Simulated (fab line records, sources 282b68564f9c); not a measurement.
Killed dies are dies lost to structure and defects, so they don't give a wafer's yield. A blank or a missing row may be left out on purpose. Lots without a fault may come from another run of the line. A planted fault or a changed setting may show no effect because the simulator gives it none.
Problem report in the 8D (eight disciplines) form, filled by code | flow rit_cmos | the parts of the form that need people (team, actions taken, sign-off) are left out

1. THE PROBLEM
PSD_TW at RIT_PSD_TW_MEAS_10 reads a mean of 3158 on 6 wafers of 2 lots; wafers without a fault read 3443 with a standard deviation of 33. That is -8.6 standard deviations from the usual mean.
First seen on wafer L366.1, day 4 23:22, on film_metro-02. The record holds 42 wafers of 14 lots with a number at this step. Rule for "out", or "out of limits": more than 4 standard deviations from the usual mean. The other wafers with a number count as sound.

2. WHAT IT IS AND WHAT IT IS NOT
question                    | is                           | is not
which readings at this step | PSD_TW                       | -
which lots                  | L366, L369                   | L358, L361, L362, L364, L367, L373, L375, L376, L377, L378, L380, L381
which wafers of those lots  | all that have a number       | -
read on which gauges        | film_metro-02, film_metro-03 | film_metro-04
when                        | from day 4 23:22             | up to then (12 sound wafers); but 24 sound wafers of L367, L373, L375, L376, L377, L378, L380, L381 came after

3. SUSPECTS, AND WHAT RULES EACH OUT
Counting: a tool at a process step up to the reading stays a suspect if it ran every lot that is out and no sound lot after the first of them.
- the gauge at RIT_PSD_TW_MEAS_10: ruled out. The wafers that are out were read on 2 gauges (film_metro-02, film_metro-03).
- implanter-02 at RIT_PSD_IMPLANT_08: ruled out as a lasting fault. Sound lots L380 ran on it after its first lot that is out, L366 (day 4 23:02).
Left after counting: nothing in the record.

4. THE CAUSE (what the simulator had put in)
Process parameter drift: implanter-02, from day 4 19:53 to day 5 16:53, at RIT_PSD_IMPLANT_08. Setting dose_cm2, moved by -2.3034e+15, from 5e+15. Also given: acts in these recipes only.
Counting ruled it out, wrongly: the rule takes a fault to strike every lot that its tool runs from its start on, and this one did not.

5. THE CHAIN OF EFFECTS, in route order
Each row: a reading whose mean over the struck wafers that have a number lies more than 3 standard deviations from the usual. Only readings for which the record gives a usual standard deviation are gone through. hours: the time from each lot's start at the first step in this table that gives one to its start at this step, as a median over the lots. sigmas: the change in usual standard deviations.
hours | step                    | reading            | usual         | on struck wafers | change | sigmas
0     | RIT_PSD_IMPLANT_08      | beam_on_s          | 12.8 s        | 10.1             | -2.8   | -3.4
0     | RIT_PSD_IMPLANT_08      | dose_ions_cm2      | 5e+15         | 3e+15            | -2e+15 | -99 or more
0     | RIT_PSD_IMPLANT_08      | faraday_current_uA | 12063         | 8296             | -3768  | -5.5
0     | RIT_PSD_TW_MEAS_10      | PSD_TW             | 3443          | 3158             | -284   | -8.6
1     | RIT_SDANNEAL_RS_MEAS_04 | PSD_RS             | 115.93 ohm/sq | 124.29           | +8.36  | +32
The process steps in it:
- RIT_PSD_IMPLANT_08

6. WHAT WOULD HAVE CAUGHT IT SOONER
In this record the first reading out of limits at a measuring or inspecting step was taken at day 4 23:22, 3 hours after the fault began at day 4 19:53.
The tool's own readings at RIT_PSD_IMPLANT_08 were out on every struck wafer that the step has a row for (dose_ions_cm2, faraday_current_uA): an alarm limit on them would have fired on the first of those.
